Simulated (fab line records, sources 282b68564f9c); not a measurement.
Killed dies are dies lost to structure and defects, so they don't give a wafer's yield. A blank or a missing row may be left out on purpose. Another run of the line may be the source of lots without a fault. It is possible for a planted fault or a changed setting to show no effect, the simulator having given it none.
Lot-split experiment / flow rit_cmos / 23 wafers read across 5 lots, on a route 202 steps long

THE SPLIT ITSELF
At RIT_NLDD_COAT_01 (resist thk 1000 nm), the setting resist_thk_nm was moved away from the recipe's 1000 nm on 6 of the 23 wafers read, by -3.7% to +3.4%. All remaining wafers had this setting at the recipe value.

FROM THE SPLIT TO THE READING: what the file shows between them, 3 steps
- RIT_NLDD_SOFTBAKE_02: time 60 s
- RIT_NLDD_EXPOSE_03: exposes mask M7, target cd 40700 nm
- RIT_NLDD_DEVELOP_05: develop time 50 s

THE READING
NOVOLAK_of_NLDD_COAT_01.thk_nm (the simulator's own value, which no gauge read), in nm, at RIT_NLDD_HARDBAKE_07 (time 60 s). The file gives no usual value for it. Across the 17 wafers here that went through the recipe, the average is 884.6 nm and the standard deviation 2.2 nm.

wafer=L078.1; tool, chamber at the split=litho_track-03, 0; resist_thk_nm as run, nm=1000; against the recipe=recipe; NOVOLAK_of_NLDD_COAT_01.thk_nm, nm=886.4; against lot-mates on the recipe=-
wafer=L078.2; tool, chamber at the split=litho_track-03, 0; resist_thk_nm as run, nm=1000; against the recipe=recipe; NOVOLAK_of_NLDD_COAT_01.thk_nm, nm=888.4; against lot-mates on the recipe=-
wafer=L078.6; tool, chamber at the split=litho_track-03, 0; resist_thk_nm as run, nm=1000; against the recipe=recipe; NOVOLAK_of_NLDD_COAT_01.thk_nm, nm=888.4; against lot-mates on the recipe=-
wafer=L078.3; tool, chamber at the split=litho_track-03, 0; resist_thk_nm as run, nm=1000; against the recipe=recipe; NOVOLAK_of_NLDD_COAT_01.thk_nm, nm=885.3; against lot-mates on the recipe=-
wafer=L078.4; tool, chamber at the split=litho_track-03, 0; resist_thk_nm as run, nm=1000; against the recipe=recipe; NOVOLAK_of_NLDD_COAT_01.thk_nm, nm=887.5; against lot-mates on the recipe=-
wafer=L080.1; tool, chamber at the split=litho_track-03, 0; resist_thk_nm as run, nm=1000; against the recipe=recipe; NOVOLAK_of_NLDD_COAT_01.thk_nm, nm=883.8; against lot-mates on the recipe=-
wafer=L080.2; tool, chamber at the split=litho_track-03, 0; resist_thk_nm as run, nm=1000; against the recipe=recipe; NOVOLAK_of_NLDD_COAT_01.thk_nm, nm=884.6; against lot-mates on the recipe=-
wafer=L080.3; tool, chamber at the split=litho_track-03, 0; resist_thk_nm as run, nm=1000; against the recipe=recipe; NOVOLAK_of_NLDD_COAT_01.thk_nm, nm=885; against lot-mates on the recipe=-
wafer=L080.4; tool, chamber at the split=litho_track-03, 0; resist_thk_nm as run, nm=1000; against the recipe=recipe; NOVOLAK_of_NLDD_COAT_01.thk_nm, nm=885.2; against lot-mates on the recipe=-
wafer=L080.5; tool, chamber at the split=litho_track-03, 0; resist_thk_nm as run, nm=1000; against the recipe=recipe; NOVOLAK_of_NLDD_COAT_01.thk_nm, nm=885.7; against lot-mates on the recipe=-
wafer=L081.1; tool, chamber at the split=litho_track-03, 0; resist_thk_nm as run, nm=1034; against the recipe=+3.4%; NOVOLAK_of_NLDD_COAT_01.thk_nm, nm=912.2; against lot-mates on the recipe=+29.2
wafer=L081.2; tool, chamber at the split=litho_track-03, 0; resist_thk_nm as run, nm=1034; against the recipe=+3.4%; NOVOLAK_of_NLDD_COAT_01.thk_nm, nm=913.7; against lot-mates on the recipe=+30.8
wafer=L081.4; tool, chamber at the split=litho_track-03, 0; resist_thk_nm as run, nm=1000; against the recipe=recipe; NOVOLAK_of_NLDD_COAT_01.thk_nm, nm=882; against lot-mates on the recipe=-
wafer=L081.5; tool, chamber at the split=litho_track-03, 0; resist_thk_nm as run, nm=1034; against the recipe=+3.4%; NOVOLAK_of_NLDD_COAT_01.thk_nm, nm=911.5; against lot-mates on the recipe=+28.5
wafer=L081.6; tool, chamber at the split=litho_track-03, 0; resist_thk_nm as run, nm=1000; against the recipe=recipe; NOVOLAK_of_NLDD_COAT_01.thk_nm, nm=883.9; against lot-mates on the recipe=-
wafer=L082.1; tool, chamber at the split=litho_track-01, 0; resist_thk_nm as run, nm=962.7; against the recipe=-3.7%; NOVOLAK_of_NLDD_COAT_01.thk_nm, nm=851.3; against lot-mates on the recipe=-30.9
wafer=L082.2; tool, chamber at the split=litho_track-01, 0; resist_thk_nm as run, nm=1000; against the recipe=recipe; NOVOLAK_of_NLDD_COAT_01.thk_nm, nm=882.1; against lot-mates on the recipe=-
wafer=L082.3; tool, chamber at the split=litho_track-01, 0; resist_thk_nm as run, nm=962.7; against the recipe=-3.7%; NOVOLAK_of_NLDD_COAT_01.thk_nm, nm=849.2; against lot-mates on the recipe=-33.0
wafer=L082.4; tool, chamber at the split=litho_track-01, 0; resist_thk_nm as run, nm=962.7; against the recipe=-3.7%; NOVOLAK_of_NLDD_COAT_01.thk_nm, nm=852.5; against lot-mates on the recipe=-29.7
wafer=L082.5; tool, chamber at the split=litho_track-01, 0; resist_thk_nm as run, nm=1000; against the recipe=recipe; NOVOLAK_of_NLDD_COAT_01.thk_nm, nm=882.3; against lot-mates on the recipe=-
wafer=L085.3; tool, chamber at the split=litho_track-04, 0; resist_thk_nm as run, nm=1000; against the recipe=recipe; NOVOLAK_of_NLDD_COAT_01.thk_nm, nm=880.3; against lot-mates on the recipe=-
wafer=L085.5; tool, chamber at the split=litho_track-04, 0; resist_thk_nm as run, nm=1000; against the recipe=recipe; NOVOLAK_of_NLDD_COAT_01.thk_nm, nm=884.3; against lot-mates on the recipe=-
wafer=L085.6; tool, chamber at the split=litho_track-04, 0; resist_thk_nm as run, nm=1000; against the recipe=recipe; NOVOLAK_of_NLDD_COAT_01.thk_nm, nm=882.3; against lot-mates on the recipe=-

THE FIT
A straight line over all 23 wafers: NOVOLAK_of_NLDD_COAT_01.thk_nm changes by +8.63 nm for each +1% of resist_thk_nm; r = +0.99; the points scatter about the line by 2.2 nm.
The same after taking each lot's own level away (the mean of its wafers on the recipe; 23 wafers): +8.51 nm for each +1%; r = +1.00; scatter 1.2 nm.
Per that fit: largest resist_thk_nm move, reading shift of 32 nm.
Measured against the standard deviation above, the lots' own levels, which go from 882.20 to 887.20 nm, span 2.2 times it.
The two slopes agree, so the slope changes little with the lot-to-lot level.
Check: for one of the wafers moved furthest among these (-3.7%), held out of the fit, the line's prediction against its lot-mates is -31.8 nm. Against them it came out at -30.9 nm.

FURTHER SPLITS ON THESE WAFERS
These wafers also went through other splits before the reading. Each is held against what the fit with the lots' levels taken away leaves over:
other split on the same wafers=RIT_GATE_CVD_08 pressure_mtorr; wafers away from the commonest value=18; r with NOVOLAK_of_NLDD_COAT_01.thk_nm (lot level and that fit taken away)=+0.00
other split on the same wafers=RIT_GATE_EXPOSE_13 dose_mj; wafers away from the commonest value=10; r with NOVOLAK_of_NLDD_COAT_01.thk_nm (lot level and that fit taken away)=-0.05
other split on the same wafers=RIT_REOX_CLEAN_00 time_s; wafers away from the commonest value=15; r with NOVOLAK_of_NLDD_COAT_01.thk_nm (lot level and that fit taken away)=-0.08

THE WHOLE CHAIN: every reading that the file lists as answering this split, in the file's order
step=RIT_NLDD_COAT_01; what it does=resist thk 1000 nm; reading=NOVOLAK_of_NLDD_COAT_01.thk_nm (the simulator's own value, which no gauge read); change (the file's fit)=+9.71 nm for each +1% of the setting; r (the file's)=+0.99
step=RIT_NLDD_HARDBAKE_07; what it does=time 60 s; reading=NOVOLAK_of_NLDD_COAT_01.thk_nm (the simulator's own value, which no gauge read); change (the file's fit)=+8.5 nm for each +1% of the setting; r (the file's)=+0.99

FILE'S OWN FIT
NOVOLAK_of_NLDD_COAT_01.thk_nm changes by +8.5 nm for each +1% of resist_thk_nm, r = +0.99.
